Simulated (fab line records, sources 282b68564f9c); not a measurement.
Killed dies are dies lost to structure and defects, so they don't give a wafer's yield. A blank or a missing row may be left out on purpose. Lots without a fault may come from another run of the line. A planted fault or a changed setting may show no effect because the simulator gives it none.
Split-lot experiment | flow rit_cmos | 5 lots, 23 wafers read, on a route of 202 steps

THE SPLIT
At RIT_PSD_IMPLANT_08, the setting energy_kev was moved away from the recipe's 27 on 8 of the 23 wafers read, by -4.1% to +5.1%. The other wafers ran this setting at the recipe's value.

FROM THE SPLIT TO THE READING: what the file shows between them, 2 steps
- RIT_SDANNEAL_CLEAN_02: cleans in SC2, time 600 s (also split here: time_s)
- RIT_SDANNEAL_RTA_03: time 5 s

THE READING
PSD_RS, in ohm/sq, at RIT_SDANNEAL_RS_MEAS_04 (measures by four-point-probe). Fault-free wafers of this fab line usually give 115.6 ohm/sq, standard deviation 0.33 ohm/sq.

wafer  | tool, chamber at the split | energy_kev as run | against the recipe | PSD_RS, ohm/sq | against lot-mates on the recipe
L078.1 | implanter-04, 0            | 27                | recipe             | 115.9          | -
L078.2 | implanter-04, 0            | 27                | recipe             | 115.8          | -
L078.3 | implanter-04, 0            | 27                | recipe             | 115.9          | -
L078.4 | implanter-04, 0            | 27                | recipe             | 115.8          | -
L078.5 | implanter-04, 0            | 27                | recipe             | 115.8          | -
L079.1 | implanter-01, 0            | 28.39             | +5.1%              | 112.4          | -3.2
L079.2 | implanter-01, 0            | 28.39             | +5.1%              | 112.5          | -3.1
L079.3 | implanter-01, 0            | 28.39             | +5.1%              | 112.5          | -3.1
L079.5 | implanter-01, 0            | 27                | recipe             | 115.4          | -
L079.6 | implanter-01, 0            | 27                | recipe             | 115.7          | -
L081.3 | implanter-04, 0            | 27                | recipe             | 115.9          | -
L081.4 | implanter-04, 0            | 27                | recipe             | 115.9          | -
L081.6 | implanter-04, 0            | 27                | recipe             | 115.7          | -
L082.1 | implanter-04, 0            | 25.89             | -4.1%              | 117.1          | +1.8
L082.3 | implanter-04, 0            | 25.89             | -4.1%              | 117.7          | +2.4
L082.4 | implanter-04, 0            | 27                | recipe             | 115.2          | -
L082.5 | implanter-04, 0            | 27                | recipe             | 115.4          | -
L082.6 | implanter-04, 0            | 27                | recipe             | 115.2          | -
L084.1 | implanter-03, 0            | 27.42             | +1.6%              | 115.0          | -0.9
L084.2 | implanter-03, 0            | 27.42             | +1.6%              | 114.9          | -1.0
L084.3 | implanter-03, 0            | 27.42             | +1.6%              | 115.0          | -0.9
L084.5 | implanter-03, 0            | 27                | recipe             | 116.0          | -
L084.6 | implanter-03, 0            | 27                | recipe             | 115.8          | -

THE FIT
A straight line over all 23 wafers: PSD_RS changes by -0.55 ohm/sq for each +1% of energy_kev; r = -0.97; the points scatter about the line by 0.32 ohm/sq.
The same after taking each lot's own level away (the mean of its wafers on the recipe; 23 wafers): -0.572 ohm/sq for each +1%; r = -0.99; scatter 0.14 ohm/sq.
On that fit, the largest move of energy_kev shifts the reading by 2.9 ohm/sq.
The lots' own levels span 115.27 to 115.90 ohm/sq, that is 1.9 times the standard deviation above.
So the lot-to-lot level changes the slope little: the two slopes agree.
Check: with one of the wafers moved furthest among these (+5.1%) left out of the fit, the line predicts -2.94 ohm/sq for it against its lot-mates. It came out at -3.15 ohm/sq against them.

OTHER SPLITS ON THESE WAFERS
These wafers also went through other splits before the reading. Each is held against what the fit with the lots' levels taken away leaves over:
other split on the same wafers | wafers away from the commonest value | r with PSD_RS (lot level and that fit taken away)
RIT_NLDD_SOFTBAKE_02 temp_c    | 5                                    | +0.08
RIT_PLDD_COAT_01 resist_thk_nm | 6                                    | -0.04
RIT_SPACER_ETCHBACK_05 time_s  | 4                                    | -0.51
RIT_NSD_IMPLANT_08 dose_cm2    | 10                                   | +0.04
RIT_SDANNEAL_CLEAN_02 time_s   | 15                                   | -0.06

THE WHOLE CHAIN: every reading that the file lists as answering this split, in the file's order
step                    | what it does                 | reading                                                         | change (the file's fit)                | r (the file's)
RIT_PSD_IMPLANT_08      |                              | implant.rp_nm (the simulator's own value, which no gauge read)  | +0.18 nm for each +1% of the setting   | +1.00
RIT_PSD_IMPLANT_08      |                              | implant.drp_nm (the simulator's own value, which no gauge read) | +0.0846 nm for each +1% of the setting | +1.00
RIT_SDANNEAL_RS_MEAS_04 | measures by four-point-probe | PSD_RS                                                          | -0.569 for each +1% of the setting     | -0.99

THE FILE'S OWN FIT
PSD_RS changes by -0.569 ohm/sq for each +1% of energy_kev, r = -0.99.
